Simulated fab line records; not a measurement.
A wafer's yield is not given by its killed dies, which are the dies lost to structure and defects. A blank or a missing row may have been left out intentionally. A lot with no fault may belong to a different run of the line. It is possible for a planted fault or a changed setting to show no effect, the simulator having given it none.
fab line records    flow rit_cmos
[record] lots = 16  wafers = 48  last_day = 7
route steps=202 shown FOX2@27 GATE@89 REOX@102 M1@202
lots that met no fault: taken from a fault-free run of the same line
start_h: hours from the record's opening day to when the first of the lot's shown wafers began    wait_h: hours elapsed since this lot's preceding step    " as in the row above    L1.1+2: a row that stands for several wafers    - no value, or no start given    * or withheld: withheld    < > ~ a bound
route shown NAME@n: names a module that has steps shown in the file, with the first one's number in the route    usual: mean/standard deviation taken from wafers without a fault    same: alike in all rows    chamber/n: place in a boat    sites: readings site by site    _std_site: their standard deviation    _edge_site: outer sites' mean less inner sites'    radius_mm: how far each site lies from the wafer's centre    mask NAME#n: copy n    behind: the most recent tool/chamber to have shaped the wafer    hold: why the lot went on hold/how many hours it stayed there/how the hold came to an end    device: names the non-switching transistor (n, p or np)    end of line: the route-end tests of the same wafers    a step given without rows: its recipe and nothing more    killed: not the wafer's yield, but the dies lost to structure and defects at the first sort    map: the dies of a wafer, with x for killed, . for not killed, _ for no die there
set.NAME: setting as actually run; set.NAME@STEP: the setting as run at that earlier step    model.NAME: the simulator's own value behind a step, which no gauge read
route steps across a sampled set of lots; one table per step, one row per wafer
services: a tool's chamber out of use, with start hour (start_h, from the record's first day; less than 0 if before it), hours out, and reason
[[steps]]
[step RIT_FOX2_THK_MEAS_90]
[recipe] reads = SiO2_of_FOX2_OXIDATION_00
[usual] FIELD_OXIDE_LEFT_1_THK = 326/6.5
lot.wafer  tool           chamber  start_h  wait_h  FIELD_OXIDE_LEFT_1_THK[nm]
L468.1     film_metro-01  -        19.66    0.0     327
L468.2     "              -        "        "       327
L468.5     "              -        "        "       329
L471.4     film_metro-03  -        34.34    0.0     333
L471.5     "              -        "        "       334
L471.6     "              -        "        "       328
L473.1     film_metro-04  -        45.05    0.0     340
L473.3     "              -        "        "       341
L473.5     "              -        "        "       336
L474.2     film_metro-03  -        50.71    0.0     334
L474.5     "              -        "        "       335
L474.6     "              -        "        "       331
L475.3     film_metro-03  -        54.57    0.0     326
L475.4     "              -        "        "       328
L475.5     "              -        "        "       322
L477.3     film_metro-04  -        66.55    0.0     335
L477.5     "              -        "        "       335
L477.6     "              -        "        "       336
L478.1     film_metro-04  -        69.26    0.0     318
L478.2     "              -        "        "       316
L478.5     "              -        "        "       315
L479.2     film_metro-01  -        74.85    0.0     323
L479.3     "              -        "        "       321
L479.4     "              -        "        "       320
L481.2     film_metro-04  -        85.26    0.0     331
L481.3     "              -        "        "       326
L481.5     "              -        "        "       322
L482.1     film_metro-04  -        89.31    0.0     327
L482.3     "              -        "        "       328
L482.4     "              -        "        "       333
L483.1     film_metro-04  -        94.53    0.0     309
L483.4     "              -        "        "       317
L483.6     "              -        "        "       317
L485.1     film_metro-01  -        104.45   0.0     318
L485.2     "              -        "        "       320
L485.3     "              -        "        "       318
L487.1     film_metro-01  -        114.19   0.0     329
L487.2     "              -        "        "       327
L487.5     "              -        "        "       328
L489.1     film_metro-04  -        124.35   0.0     322
L489.2     "              -        "        "       324
L489.6     "              -        "        "       326
L490.2     film_metro-01  -        133.27   0.0     328
L490.3     "              -        "        "       332
L490.6     "              -        "        "       329
L491.2     film_metro-01  -        136.75   0.0     316
L491.3     "              -        "        "       321
L491.4     "              -        "        "       320
[step RIT_GATE_EXPOSE_13]
[recipe] mask_id = M6  na = 0.6  source_shape = conventional  sigma_outer = 0.6  target_cd_nm = 150  dose_mj = 380
[usual] exposure_dose_mJ_cm2 = 379.9/0.37
lot.wafer  tool              chamber  start_h  wait_h  mask  exposure_dose_mJ_cm2
L468.1     iline_stepper-01  0        35.85    0.1     M6#0  380.0
L468.2     "                 0        "        "       M6#0  380.1
L468.5     "                 0        "        "       M6#0  380.3
L471.4     iline_stepper-01  0        52.18    0.1     M6#0  380.2
L471.5     "                 0        "        "       M6#0  379.7
L471.6     "                 0        "        "       M6#0  379.6
L473.1     iline_stepper-02  0        61.21    0.1     M6#0  379.7
L473.3     "                 0        "        "       M6#0  379.4
L473.5     "                 0        "        "       M6#0  380.1
L474.2     iline_stepper-02  0        66.55    0.1     M6#0  379.9
L474.5     "                 0        "        "       M6#0  379.2
L474.6     "                 0        "        "       M6#0  379.8
L475.3     iline_stepper-01  0        70.40    0.2     M6#0  380.3
L475.4     "                 0        "        "       M6#0  380.1
L475.5     "                 0        "        "       M6#0  379.5
L477.3     iline_stepper-02  0        82.75    0.2     M6#0  379.7
L477.5     "                 0        "        "       M6#0  380.3
L477.6     "                 0        "        "       M6#0  380.5
L478.1     iline_stepper-02  0        86.60    0.1     M6#0  380.0
L478.2     "                 0        "        "       M6#0  379.4
L478.5     "                 0        "        "       M6#0  379.6
L479.2     iline_stepper-01  0        90.83    0.2     M6#0  380.6
L479.3     "                 0        "        "       M6#0  380.3
L479.4     "                 0        "        "       M6#0  380.0
L481.2     iline_stepper-02  0        102.72   0.2     M6#0  379.9
L481.3     "                 0        "        "       M6#0  379.9
L481.5     "                 0        "        "       M6#0  379.7
L482.1     iline_stepper-02  0        106.08   0.1     M6#0  380.1
L482.3     "                 0        "        "       M6#0  379.7
L482.4     "                 0        "        "       M6#0  379.6
L483.1     iline_stepper-02  0        110.56   0.1     M6#0  379.8
L483.4     "                 0        "        "       M6#0  380.0
L483.6     "                 0        "        "       M6#0  379.8
L485.1     iline_stepper-01  0        122.77   0.3     M6#0  379.8
L485.2     "                 0        "        "       M6#0  379.8
L485.3     "                 0        "        "       M6#0  379.5
L487.1     iline_stepper-01  0        131.51   0.3     M6#0  379.5
L487.2     "                 0        "        "       M6#0  380.2
L487.5     "                 0        "        "       M6#0  379.8
L489.1     iline_stepper-01  0        141.50   0.2     M6#0  379.9
L489.2     "                 0        "        "       M6#0  379.6
L489.6     "                 0        "        "       M6#0  379.5
L490.2     iline_stepper-01  0        151.01   0.1     M6#0  379.5
L490.3     "                 0        "        "       M6#0  380.4
L490.6     "                 0        "        "       M6#0  380.1
L491.2     iline_stepper-01  0        154.17   0.1     M6#0  379.6
L491.3     "                 0        "        "       M6#0  379.6
L491.4     "                 0        "        "       M6#0  379.3
[step RIT_GATE_OVL_MEAS_17]
[usual] GATE_OVL = -0.4/1.2
lot.wafer  tool        chamber  start_h  wait_h  GATE_OVL[nm]
L468.1     overlay-01  -        36.37    0.1     0.0
L468.2     "           -        "        "       0.5
L468.5     "           -        "        "       -0.5
L471.4     overlay-02  -        52.66    0.1     -2.2
L471.5     "           -        "        "       -1.3
L471.6     "           -        "        "       -1.2
L473.1     overlay-01  -        61.82    0.1     1.1
L473.3     "           -        "        "       0.4
L473.5     "           -        "        "       2.5
L474.2     overlay-02  -        67.05    0.1     0.1
L474.5     "           -        "        "       1.1
L474.6     "           -        "        "       -0.9
L475.3     overlay-02  -        70.90    0.1     -0.2
L475.4     "           -        "        "       -1.7
L475.5     "           -        "        "       -3.5
L477.3     overlay-02  -        83.24    0.1     -1.1
L477.5     "           -        "        "       -0.9
L477.6     "           -        "        "       0.3
L478.1     overlay-01  -        87.12    0.1     -1.7
L478.2     "           -        "        "       -1.7
L478.5     "           -        "        "       0.0
L479.2     overlay-01  -        91.34    0.1     -1.1
L479.3     "           -        "        "       -1.8
L479.4     "           -        "        "       -1.6
L481.2     overlay-01  -        103.22   0.1     -1.0
L481.3     "           -        "        "       -1.6
L481.5     "           -        "        "       0.9
L482.1     overlay-02  -        106.60   0.1     0.8
L482.3     "           -        "        "       1.7
L482.4     "           -        "        "       -0.1
L483.1     overlay-02  -        111.08   0.1     -2.1
L483.4     "           -        "        "       0.8
L483.6     "           -        "        "       0.0
L485.1     overlay-01  -        123.29   0.1     1.6
L485.2     "           -        "        "       1.2
L485.3     "           -        "        "       1.4
L487.1     overlay-02  -        132.03   0.1     131.0
L487.2     "           -        "        "       130.0
L487.5     "           -        "        "       129.0
L489.1     overlay-02  -        142.02   0.1     128.2
L489.2     "           -        "        "       128.6
L489.6     "           -        "        "       129.1
L490.2     overlay-01  -        151.52   0.1     126.9
L490.3     "           -        "        "       128.9
L490.6     "           -        "        "       129.5
L491.2     overlay-02  -        154.68   0.1     129.2
L491.3     "           -        "        "       129.0
L491.4     "           -        "        "       130.6
[step RIT_GATE_CD_MEAS_90]
[recipe] target_cd_nm = 150
[usual] cd_nm = 151.5/2.3
lot.wafer  tool       chamber  start_h  wait_h  cd_nm
L468.1     cd_sem-01  -        36.84    0.1     146.5
L468.2     "          -        "        "       144.3
L468.5     "          -        "        "       145.2
L471.4     cd_sem-01  -        53.17    0.1     150.9
L471.5     "          -        "        "       152.3
L471.6     "          -        "        "       151.9
L473.1     cd_sem-01  -        62.28    0.1     154.2
L473.3     "          -        "        "       155.6
L473.5     "          -        "        "       156.3
L474.2     cd_sem-01  -        67.54    0.1     151.2
L474.5     "          -        "        "       151.1
L474.6     "          -        "        "       149.2
L475.3     cd_sem-01  -        71.39    0.1     154.3
L475.4     "          -        "        "       152.4
L475.5     "          -        "        "       155.1
L477.3     cd_sem-02  -        83.74    0.1     151.5
L477.5     "          -        "        "       149.0
L477.6     "          -        "        "       152.1
L478.1     cd_sem-02  -        87.59    0.1     151.4
L478.2     "          -        "        "       152.3
L478.5     "          -        "        "       150.5
L479.2     cd_sem-02  -        91.82    0.1     154.3
L479.3     "          -        "        "       152.4
L479.4     "          -        "        "       150.9
L481.2     cd_sem-02  -        103.71   0.1     152.8
L481.3     "          -        "        "       150.6
L481.5     "          -        "        "       150.6
L482.1     cd_sem-02  -        107.07   0.1     154.8
L482.3     "          -        "        "       155.4
L482.4     "          -        "        "       154.6
L483.1     cd_sem-01  -        111.55   0.1     152.3
L483.4     "          -        "        "       152.7
L483.6     "          -        "        "       154.9
L485.1     cd_sem-02  -        123.76   0.1     150.9
L485.2     "          -        "        "       148.1
L485.3     "          -        "        "       150.9
L487.1     cd_sem-01  -        132.50   0.1     150.6
L487.2     "          -        "        "       151.6
L487.5     "          -        "        "       152.0
L489.1     cd_sem-01  -        142.49   0.1     149.6
L489.2     "          -        "        "       152.5
L489.6     "          -        "        "       152.5
L490.2     cd_sem-02  -        152.00   0.1     152.1
L490.3     "          -        "        "       150.7
L490.6     "          -        "        "       150.6
L491.2     cd_sem-02  -        155.16   0.1     153.9
L491.3     "          -        "        "       154.3
L491.4     "          -        "        "       153.7
[step RIT_REOX_THK_MEAS_04]
[recipe] reads = SiO2_of_REOX_OXIDATION_03
[usual] REOX_OXIDE_THK = 25.9/0.47
lot.wafer  tool           chamber  start_h  wait_h  REOX_OXIDE_THK[nm]
L468.1     film_metro-04  -        40.09    0.0     25.2
L468.2     "              -        "        "       25.1
L468.5     "              -        "        "       25.2
L471.4     film_metro-02  -        56.23    0.0     25.8
L471.5     "              -        "        "       25.8
L471.6     "              -        "        "       25.7
L473.1     film_metro-04  -        65.35    0.0     25.9
L473.3     "              -        "        "       26.1
L473.5     "              -        "        "       26.0
L474.2     film_metro-04  -        70.63    0.0     25.7
L474.5     "              -        "        "       25.8
L474.6     "              -        "        "       25.7
L475.3     film_metro-04  -        74.62    0.0     25.3
L475.4     "              -        "        "       25.3
L475.5     "              -        "        "       25.2
L477.3     film_metro-03  -        86.75    0.0     25.6
L477.5     "              -        "        "       25.4
L477.6     "              -        "        "       25.9
L478.1     film_metro-03  -        90.78    0.0     26.1
L478.2     "              -        "        "       26.7
L478.5     "              -        "        "       25.8
L479.2     film_metro-02  -        94.85    0.0     26.0
L479.3     "              -        "        "       26.1
L479.4     "              -        "        "       26.3
L481.2     film_metro-04  -        106.73   0.0     25.2
L481.3     "              -        "        "       25.5
L481.5     "              -        "        "       25.9
L482.1     film_metro-02  -        110.11   0.0     26.0
L482.3     "              -        "        "       25.6
L482.4     "              -        "        "       26.0
L483.1     film_metro-03  -        114.59   0.0     25.7
L483.4     "              -        "        "       25.8
L483.6     "              -        "        "       25.5
L485.1     film_metro-04  -        126.86   0.0     25.9
L485.2     "              -        "        "       25.9
L485.3     "              -        "        "       26.0
L487.1     film_metro-02  -        136.58   0.0     25.9
L487.2     "              -        "        "       26.2
L487.5     "              -        "        "       26.5
L489.1     film_metro-04  -        145.52   0.0     25.6
L489.2     "              -        "        "       25.5
L489.6     "              -        "        "       25.5
L490.2     film_metro-04  -        155.88   0.0     25.7
L490.3     "              -        "        "       25.7
L490.6     "              -        "        "       25.9
L491.2     film_metro-03  -        159.74   0.0     25.7
L491.3     "              -        "        "       26.1
L491.4     "              -        "        "       25.9
[step RIT_M1_PROBE_99]
[usual] killed_at_M0_to_M3 = 0.0/0.083  killed_at_contacts = 0.0/0.2  killed_at_front_end = 7/3.1  killed_dies = 7/3.1  killed_open = 3.5/1.9  killed_short = 3.6/2.1
[same] gross_dies = 264  killed_at_M4_up = 0  killed_at_back_side = 0  killed_at_other = 0
lot.wafer  tool       chamber  start_h  wait_h  killed_at_M0_to_M3  killed_at_contacts  killed_at_front_end  killed_dies  killed_open  killed_short
L468.1     prober-02  -        56.57    0.1     1                   0                   4                    5            5            0
L468.2     prober-02  -        56.62    0.1     0                   0                   8                    8            6            2
L468.5     prober-02  -        56.77    0.2     0                   0                   12                   12           6            6
L471.4     prober-01  -        74.29    0.2     0                   0                   7                    7            2            5
L471.5     prober-01  -        74.34    0.2     0                   0                   2                    2            1            1
L471.6     prober-01  -        74.39    0.2     0                   0                   3                    3            1            2
L473.1     prober-01  -        81.96    0.1     0                   0                   7                    7            4            3
L473.3     prober-01  -        82.06    0.2     0                   0                   6                    6            3            3
L473.5     prober-01  -        82.16    0.2     0                   1                   5                    6            2            4
L474.2     prober-02  -        88.40    0.1     0                   0                   13                   13           3            10
L474.5     prober-02  -        88.55    0.2     0                   0                   5                    5            2            3
L474.6     prober-02  -        88.60    0.2     0                   0                   6                    6            4            2
L475.3     prober-01  -        91.00    0.2     0                   0                   10                   10           7            3
L475.4     prober-01  -        91.05    0.2     0                   0                   17                   17           6            11
L475.5     prober-01  -        91.10    0.2     0                   0                   10                   10           4            6
L477.3     prober-01  -        103.77   0.2     0                   0                   6                    6            4            2
L477.5     prober-01  -        103.87   0.2     0                   1                   3                    4            2            2
L477.6     prober-01  -        103.92   0.2     0                   0                   7                    7            5            2
L478.1     prober-02  -        107.18   0.1     0                   0                   4                    4            2            2
L478.2     prober-02  -        107.23   0.1     0                   0                   7                    7            4            3
L478.5     prober-02  -        107.38   0.2     0                   0                   7                    7            3            4
L479.2     prober-01  -        111.43   0.1     0                   0                   9                    9            7            2
L479.3     prober-01  -        111.48   0.2     0                   0                   9                    9            3            6
L479.4     prober-01  -        111.53   0.2     0                   0                   12                   12           7            5
L481.2     prober-01  -        123.18   0.1     0                   1                   11                   12           6            6
L481.3     prober-01  -        123.23   0.2     0                   0                   7                    7            6            1
L481.5     prober-01  -        123.33   0.2     0                   0                   6                    6            4            2
L482.1     prober-02  -        126.96   0.1     0                   0                   1                    1            0            1
L482.3     prober-02  -        127.06   0.2     0                   0                   4                    4            3            1
L482.4     prober-02  -        127.11   0.2     0                   0                   5                    5            3            2
L483.1     prober-01  -        133.93   0.1     0                   0                   6                    6            2            4
L483.4     prober-01  -        134.08   0.2     0                   0                   8                    8            3            5
L483.6     prober-01  -        134.18   0.2     0                   0                   5                    5            2            3
L485.1     prober-01  -        143.44   0.1     0                   0                   6                    6            6            0
L485.2     prober-01  -        143.49   0.1     0                   0                   6                    6            1            5
L485.3     prober-01  -        143.54   0.2     0                   0                   10                   10           4            6
L487.1     prober-01  -        153.44   0.1     0                   0                   8                    8            2            6
L487.2     prober-01  -        153.49   0.1     0                   0                   3                    3            3            0
L487.5     prober-01  -        153.64   0.2     0                   0                   6                    6            5            1
L489.1     prober-01  -        162.40   0.1     0                   0                   7                    7            4            3
L489.2     prober-01  -        162.45   0.1     0                   0                   7                    7            4            3
L489.6     prober-01  -        162.65   0.2     0                   0                   7                    7            2            5
L490.2     prober-02  -        173.07   0.1     0                   0                   5                    5            2            3
L490.3     prober-02  -        173.12   0.2     0                   0                   6                    6            4            2
L490.6     prober-02  -        173.27   0.2     0                   0                   4                    4            0            4
L491.2     prober-01  -        176.46   0.1     0                   0                   10                   10           5            5
L491.3     prober-01  -        176.51   0.2     0                   0                   7                    7            4            3
L491.4     prober-01  -        176.56   0.2     0                   0                   6                    6            5            1
// killed by level:class
L468.1 GATE:geometric_particle:open=2 FOX1:geometric_particle:open=1 FOX2:geometric_particle:open=1 M1:geometric_particle:open=1
L468.2 GATE:geometric_particle:open=4 GATE:geometric_particle:short=2 SILICIDE:geometric_particle:open=2
L468.5 FOX2:geometric_particle:short=3 SPACER:geometric_particle:open=3 SPACER:geometric_particle:short=3 FOX2:geometric_particle:open=1 REOX:geometric_particle:open=1 SILICIDE:geometric_particle:open=1
L471.4 FOX1:geometric_particle:short=1 FOX2:geometric_particle:open=1 GATE:geometric_particle:open=1 GATE:geometric_particle:short=1 REOX:geometric_particle:short=1 SPACER:geometric_particle:short=1 SILICIDE:geometric_particle:short=1
L471.5 GATE:geometric_particle:open=1 GATE:geometric_particle:short=1
L471.6 FOX1:geometric_particle:short=2 SPACER:geometric_particle:open=1
L473.1 FOX1:geometric_particle:open=2 FOX1:geometric_particle:short=1 GATE:geometric_particle:open=1 SPACER:geometric_particle:short=1 SILICIDE:geometric_particle:open=1 SILICIDE:geometric_particle:short=1
L473.3 GATE:geometric_particle:open=2 FOX1:geometric_particle:open=1 FOX1:geometric_particle:short=1 REOX:geometric_particle:short=1 SILICIDE:geometric_particle:short=1
L473.5 GATE:geometric_particle:short=2 FOX1:geometric_particle:short=1 SILICIDE:geometric_particle:open=1 SILICIDE:geometric_particle:short=1 CONTACT:geometric_particle:open=1
L474.2 SPACER:geometric_particle:short=4 FOX2:geometric_particle:short=2 GATE:geometric_particle:open=2 GATE:geometric_particle:short=2 REOX:geometric_particle:short=2 SPACER:geometric_particle:open=1
L474.5 GATE:geometric_particle:short=2 GATE:geometric_particle:open=1 REOX:geometric_particle:short=1 SILICIDE:geometric_particle:open=1
L474.6 GATE:geometric_particle:open=2 FOX2:geometric_particle:open=1 GATE:geometric_particle:short=1 REOX:geometric_particle:short=1 SPACER:geometric_particle:open=1
L475.3 FOX2:geometric_particle:open=4 GATE:geometric_particle:open=2 FOX1:geometric_particle:short=1 FOX2:geometric_particle:short=1 REOX:geometric_particle:open=1 SILICIDE:geometric_particle:short=1
L475.4 GATE:geometric_particle:short=5 GATE:geometric_particle:open=2 SPACER:geometric_particle:short=2 REOX:geometric_particle:open=2 REOX:geometric_particle:short=2 FOX1:geometric_particle:short=1 SPACER:geometric_particle:open=1 SILICIDE:geometric_particle:open=1
L475.5 SILICIDE:geometric_particle:open=3 SPACER:geometric_particle:short=2 SILICIDE:geometric_particle:short=2 FOX1:geometric_particle:short=1 FOX1:geometric_particle:open=1 GATE:geometric_particle:short=1
L477.3 FOX1:geometric_particle:short=1 FOX2:geometric_particle:open=1 GATE:geometric_particle:open=1 REOX:geometric_particle:short=1 SPACER:geometric_particle:open=1 SILICIDE:geometric_particle:open=1
L477.5 REOX:geometric_particle:short=2 FOX1:geometric_particle:open=1 CONTACT:geometric_particle:open=1
L477.6 REOX:geometric_particle:open=3 FOX1:geometric_particle:short=1 FOX1:geometric_particle:open=1 GATE:geometric_particle:short=1 SILICIDE:geometric_particle:open=1
L478.1 FOX2:geometric_particle:short=1 GATE:geometric_particle:open=1 REOX:geometric_particle:open=1 REOX:geometric_particle:short=1
L478.2 SPACER:geometric_particle:open=2 GATE:geometric_particle:short=1 GATE:geometric_particle:open=1 SPACER:geometric_particle:short=1 SILICIDE:geometric_particle:open=1 SILICIDE:geometric_particle:short=1
L478.5 SPACER:geometric_particle:short=2 SPACER:geometric_particle:open=2 FOX1:geometric_particle:open=1 FOX2:geometric_particle:short=1 REOX:geometric_particle:short=1
L479.2 FOX1:geometric_particle:open=4 FOX1:geometric_particle:short=2 REOX:geometric_particle:open=2 SPACER:geometric_particle:open=1
L479.3 GATE:geometric_particle:short=5 FOX1:geometric_particle:open=2 FOX1:geometric_particle:short=1 REOX:geometric_particle:open=1
L479.4 GATE:geometric_particle:short=3 FOX1:geometric_particle:open=2 REOX:geometric_particle:open=2 REOX:geometric_particle:short=2 ACTIVE:geometric_particle:open=1 FOX2:geometric_particle:open=1 SILICIDE:geometric_particle:open=1
L481.2 GATE:geometric_particle:open=4 GATE:geometric_particle:short=3 FOX1:geometric_particle:short=1 FOX1:geometric_particle:open=1 SILICIDE:geometric_particle:short=1 SILICIDE:geometric_particle:open=1 CONTACT:geometric_particle:short=1
L481.3 GATE:geometric_particle:open=4 GATE:geometric_particle:short=1 REOX:geometric_particle:open=1 SILICIDE:geometric_particle:open=1
L481.5 GATE:geometric_particle:open=4 GATE:geometric_particle:short=2
L482.1 SPACER:geometric_particle:short=1
L482.3 SILICIDE:geometric_particle:open=2 FOX1:geometric_particle:open=1 SPACER:geometric_particle:short=1
L482.4 GATE:geometric_particle:open=3 FOX2:geometric_particle:short=1 GATE:geometric_particle:short=1
L483.1 GATE:geometric_particle:short=3 GATE:geometric_particle:open=1 SPACER:geometric_particle:open=1 SILICIDE:geometric_particle:short=1
L483.4 GATE:geometric_particle:open=2 SILICIDE:geometric_particle:short=2 FOX2:geometric_particle:short=1 GATE:geometric_particle:short=1 SPACER:geometric_particle:short=1 SILICIDE:geometric_particle:open=1
L483.6 FOX1:geometric_particle:short=1 GATE:geometric_particle:open=1 GATE:geometric_particle:short=1 SILICIDE:geometric_particle:open=1 SILICIDE:geometric_particle:short=1
L485.1 GATE:geometric_particle:open=3 FOX1:geometric_particle:open=1 FOX2:geometric_particle:open=1 REOX:geometric_particle:open=1
L485.2 GATE:geometric_particle:short=2 REOX:geometric_particle:short=2 FOX1:geometric_particle:short=1 GATE:geometric_particle:open=1
L485.3 FOX1:geometric_particle:short=2 GATE:geometric_particle:short=2 REOX:geometric_particle:short=2 REOX:geometric_particle:open=2 FOX1:geometric_particle:open=1 GATE:geometric_particle:open=1
L487.1 GATE:geometric_particle:short=3 FOX2:geometric_particle:open=1 FOX2:geometric_particle:short=1 REOX:geometric_particle:short=1 SPACER:geometric_particle:open=1 SILICIDE:geometric_particle:short=1
L487.2 REOX:geometric_particle:open=2 GATE:geometric_particle:open=1
L487.5 GATE:geometric_particle:open=2 FOX2:geometric_particle:open=1 REOX:geometric_particle:open=1 SPACER:geometric_particle:short=1 SILICIDE:geometric_particle:open=1
L489.1 SPACER:geometric_particle:open=3 GATE:geometric_particle:short=1 REOX:geometric_particle:short=1 SPACER:geometric_particle:short=1 SILICIDE:geometric_particle:open=1
L489.2 GATE:geometric_particle:open=3 FOX1:geometric_particle:short=1 SPACER:geometric_particle:short=1 SILICIDE:geometric_particle:short=1 SILICIDE:geometric_particle:open=1
L489.6 SILICIDE:geometric_particle:short=3 GATE:geometric_particle:short=1 REOX:geometric_particle:open=1 SPACER:geometric_particle:short=1 SILICIDE:geometric_particle:open=1
L490.2 SPACER:geometric_particle:short=2 FOX1:geometric_particle:open=1 GATE:geometric_particle:short=1 SPACER:geometric_particle:open=1
L490.3 GATE:geometric_particle:open=2 SPACER:geometric_particle:open=2 FOX2:geometric_particle:short=1 SPACER:geometric_particle:short=1
L490.6 GATE:geometric_particle:short=2 FOX2:geometric_particle:short=1 REOX:geometric_particle:short=1
L491.2 GATE:geometric_particle:open=3 GATE:geometric_particle:short=2 REOX:geometric_particle:short=2 REOX:geometric_particle:open=2 SPACER:geometric_particle:short=1
L491.3 FOX1:geometric_particle:open=2 REOX:geometric_particle:short=2 FOX2:geometric_particle:short=1 GATE:geometric_particle:open=1 SILICIDE:geometric_particle:open=1
L491.4 GATE:geometric_particle:open=2 FOX1:geometric_particle:open=1 FOX2:geometric_particle:short=1 SPACER:geometric_particle:open=1 SILICIDE:geometric_particle:open=1
[[services]]
tool              chamber  start_h  hours  kind
iline_stepper-02  -        14.64    4.4    pm
iline_stepper-01  -        19.16    4.4    pm
iline_stepper-02  -        34.93    1.7    pm
iline_stepper-01  0        101.34   -      calibration
iline_stepper-01  -        144.69   2.1    pm
iline_stepper-01  -        146.78   -      consumable_replace:lamp
[[key]]
[first_sign] step = RIT_GATE_OVL_MEAS_17  reading = GATE_OVL  direction = up  sigmas = 99+  usual = -0.4  struck = 129.2
effect none on later readings
met_at RIT_GATE_EXPOSE_13
struck_lots L487,L489,L490,L491
tester_left_out L487,L489,L490,L491
not_acting_at RIT_FOX2_THK_MEAS_90,RIT_GATE_CD_MEAS_90,RIT_REOX_THK_MEAS_04
onset_between 122.77 131.51
also_fits time
[fault] kind = scanner_matching_overlay  tool = iline_stepper-01  chamber = -  onset_h = 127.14  steps = RIT_GATE_EXPOSE_13  offset = 130
// tester_left_out: of these lots the tester's yield and bins aren't shown, on N5 and GAA mostly nor the transistor test; their killed dies are dies lost to structure and defects alone, not to doping, threshold or leakage, so they don't give the yield
